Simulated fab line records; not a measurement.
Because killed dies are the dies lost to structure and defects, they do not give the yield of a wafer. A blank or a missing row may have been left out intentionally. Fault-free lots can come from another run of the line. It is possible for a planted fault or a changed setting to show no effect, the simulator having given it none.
The tool behind it: which one?    flow berkeley_cmos170    42 wafers from 14 lots sampled at 4 of the route's 331 steps

WHAT THE GAUGES READ, wafer by wafer
UCB170_SCREENOX_THK_MEAS_02. Usual: for SCREENOX_OXIDE_THK the level is 14.33 nm and the standard deviation is 0.2.
lot   measured     on             SCREENOX_OXIDE_THK (nm)  flag
L363  day 6 11:10  film_metro-01  14.31 14.19 14.40        
L365  day 6 22:24  film_metro-01  14.17 14.26 13.98        
L364  day 6 22:24  film_metro-02  14.38 14.17 14.15        
L368  day 7 06:49  film_metro-03  14.25 14.24 14.46        
L367  day 7 06:56  film_metro-01  14.40 14.15 14.23        
L366  day 7 06:51  film_metro-03  14.66 14.67 14.31        
L369  day 8 04:09  film_metro-03  14.52 14.62 14.46        
L374  day 8 04:05  film_metro-01  14.29 14.21 14.34        
L373  day 8 04:09  film_metro-01  14.73 14.36 14.52        
L371  day 8 04:05  film_metro-02  14.26 14.03 14.09        
L377  day 9 11:14  film_metro-03  14.25 14.33 14.51        
L380  day 9 11:11  film_metro-01  14.23 14.37 14.37        
L383  day 9 23:52  film_metro-01  14.00 14.28 14.10        
L382  day 9 23:53  film_metro-02  13.89 14.17 13.96        

UCB170_V2_THK_MEAS_01. Usual: for V2_TEOS_THK the level is 1998 nm and the standard deviation is 27.
lot   measured      on             V2_TEOS_THK (nm)  flag
L363  day 9 04:29   film_metro-04  1994 2020 2009    
L365  day 9 06:48   film_metro-02  1989 1979 2026    
L364  day 9 09:07   film_metro-04  1988 2003 2010    
L368  day 9 21:44   film_metro-03  2017 2011 2034    
L367  day 9 22:49   film_metro-02  2014 2053 2036    
L366  day 10 00:26  film_metro-04  1995 1997 1999    
L369  day 11 06:32  film_metro-04  1991 2046 2063    
L374  day 10 23:07  film_metro-04  1995 1985 2010    
L373  day 11 05:48  film_metro-03  1992 1976 2004    
L371  day 10 20:37  film_metro-04  1957 1991 1972    
L377  day 12 00:35  film_metro-04  2017 1978 1963    
L380  day 12 07:40  film_metro-03  2000 2007 2026    
L383  day 12 12:28  film_metro-04  1967 1988 2036    
L382  day 12 15:17  film_metro-02  1935 2014 1999    

EACH LOT AND THE TOOL THAT RAN IT (in order: tool; ch and the chambers of the sampled wafers; start)
lot   UCB170_PWELL_PEB_11               UCB170_M2_STRIP_07
L363  litho_track-01 ch 0, day 3 13:53  plasma_asher-02 ch 0,1, day 9 02:06
L365  litho_track-01 ch 0, day 4 07:02  plasma_asher-04 ch 0,1, day 9 04:44
L364  litho_track-03 ch 0, day 4 07:17  plasma_asher-01 ch 0,1, day 9 05:56
L368  litho_track-03 ch 0, day 4 16:30  plasma_asher-04 ch 0,1, day 9 19:37
L367  litho_track-03 ch 0, day 4 16:46  plasma_asher-01 ch 0,1, day 9 20:37
L366  litho_track-01 ch 0, day 4 16:59  plasma_asher-04 ch 0,1, day 9 21:56
L369  litho_track-03 ch 0, day 5 14:07  plasma_asher-01 ch 0,1, day 11 02:47
L374  litho_track-02 ch 0, day 5 14:30  plasma_asher-02 ch 0,1, day 10 21:04
L373  litho_track-01 ch 0, day 5 14:43  plasma_asher-04 ch 0,1, day 11 02:34
L371  litho_track-03 ch 0, day 5 14:55  plasma_asher-01 ch 0,1, day 10 18:19
L377  litho_track-01 ch 0, day 6 15:41  plasma_asher-01 ch 0,1, day 11 22:36
L380  litho_track-01 ch 0, day 6 15:58  plasma_asher-02 ch 0,1, day 12 04:16
L383  litho_track-02 ch 0, day 7 03:00  plasma_asher-01 ch 1, day 12 10:09
L382  litho_track-03 ch 0, day 7 03:00  plasma_asher-01 ch 0,1, day 12 12:29
- UCB170_PWELL_PEB_11
- UCB170_M2_STRIP_07: strips in O2.

WHAT THE TOOLS THEMSELVES READ (means of the sampled wafers that have a number; where no wafer has one, the mark that the record gives instead)
UCB170_PWELL_PEB_11. Usual: heater_power_total_W 56.80 W, standard deviation 0.044; plate_temp_C 130.02 C, standard deviation 0.12; resist_line_temp_C 23.00 C, standard deviation 0.11.
lot   tool            heater_power_total_W (W)  plate_temp_C (C)  resist_line_temp_C (C)  flag
L363  litho_track-01  56.81                     130.10            23.01                   
L365  litho_track-01  56.78                     130.05            22.94                   
L364  litho_track-03  56.80                     130.01            22.83                   
L368  litho_track-03  56.83                     130.12            23.00                   
L367  litho_track-03  56.79                     130.10            22.95                   
L366  litho_track-01  56.81                     129.98            22.90                   
L369  litho_track-03  56.79                     129.89            22.98                   
L374  litho_track-02  56.81                     130.04            22.97                   
L373  litho_track-01  56.76                     129.97            23.08                   
L371  litho_track-03  56.79                     130.05            23.12                   
L377  litho_track-01  59.09                     134.14            22.91                   OFF
L380  litho_track-01  59.09                     134.18            22.88                   OFF
L383  litho_track-02  56.82                     130.11            22.99                   
L382  litho_track-03  56.84                     129.85            22.94                   

UCB170_M2_STRIP_07. Usual: drypump_motor_current_A 6.0 A, standard deviation 0.42; oes_product_au 0.734 a.u., standard deviation 0.0048; strip_time_to_endpoint_s 21.98 s, standard deviation 0.071.
lot   tool             drypump_motor_current_A (A)  oes_product_au (a.u.)  strip_time_to_endpoint_s (s)  flag
L363  plasma_asher-02  6.2                          0.734                  22.02                         
L365  plasma_asher-04  5.4                          0.738                  21.94                         
L364  plasma_asher-01  5.9                          0.738                  21.96                         
L368  plasma_asher-04  5.4                          0.739                  22.00                         
L367  plasma_asher-01  6.1                          0.732                  21.97                         
L366  plasma_asher-04  5.4                          0.730                  22.01                         
L369  plasma_asher-01  6.1                          0.730                  21.83                         
L374  plasma_asher-02  6.3                          0.736                  22.08                         
L373  plasma_asher-04  5.3                          0.735                  21.99                         
L371  plasma_asher-01  5.9                          0.728                  21.98                         
L377  plasma_asher-01  6.1                          0.737                  21.95                         
L380  plasma_asher-02  6.3                          0.736                  21.99                         
L383  plasma_asher-01  6.4                          0.732                  22.05                         
L382  plasma_asher-01  6.1                          0.737                  21.88                         

THE ANSWER, worked out from the rows above alone
Rule: lot off if the mean of its wafers having a number is beyond 3 standard deviations from the usual mean. Also off: a lot with no number at a reading for which 4 or more lots have one. Where the step has rows for the other lots, those lots are counted as sound. Order of review: gauges by route order, followed by the tools' own readings, for which a lot's mean as printed above is used. At the first step where some lot is off, the reading lying furthest off is the one used; lots without a number count as furthest.
Off: L377, L380 (UCB170_PWELL_PEB_11, heater_power_total_W).
If a tool, at that step or one of the process steps before it, ran each lot that is off and ran no sound lot following the first of them, it fits. One fits: litho_track-01 at UCB170_PWELL_PEB_11. Its last sound lot is L373 (day 5 14:43), its first lot that is off L377 (day 6 15:41): a fault that began between those two fits.
The tool's own readings at UCB170_PWELL_PEB_11 bear it out: on the lots that are off they differ by more than 5 times the standard deviation of the sound lots' means. heater_power_total_W reads 59.09 W there against 56.80 W on the sound lots; plate_temp_C reads 134.16 C there against 130.02 C on the sound lots.

WHAT THE SIMULATOR PUT IN
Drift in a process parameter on litho_track-01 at UCB170_PWELL_PEB_11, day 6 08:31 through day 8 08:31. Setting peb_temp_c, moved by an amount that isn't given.
Lots struck among those shown: L380, L377. Same finding as the rule above.
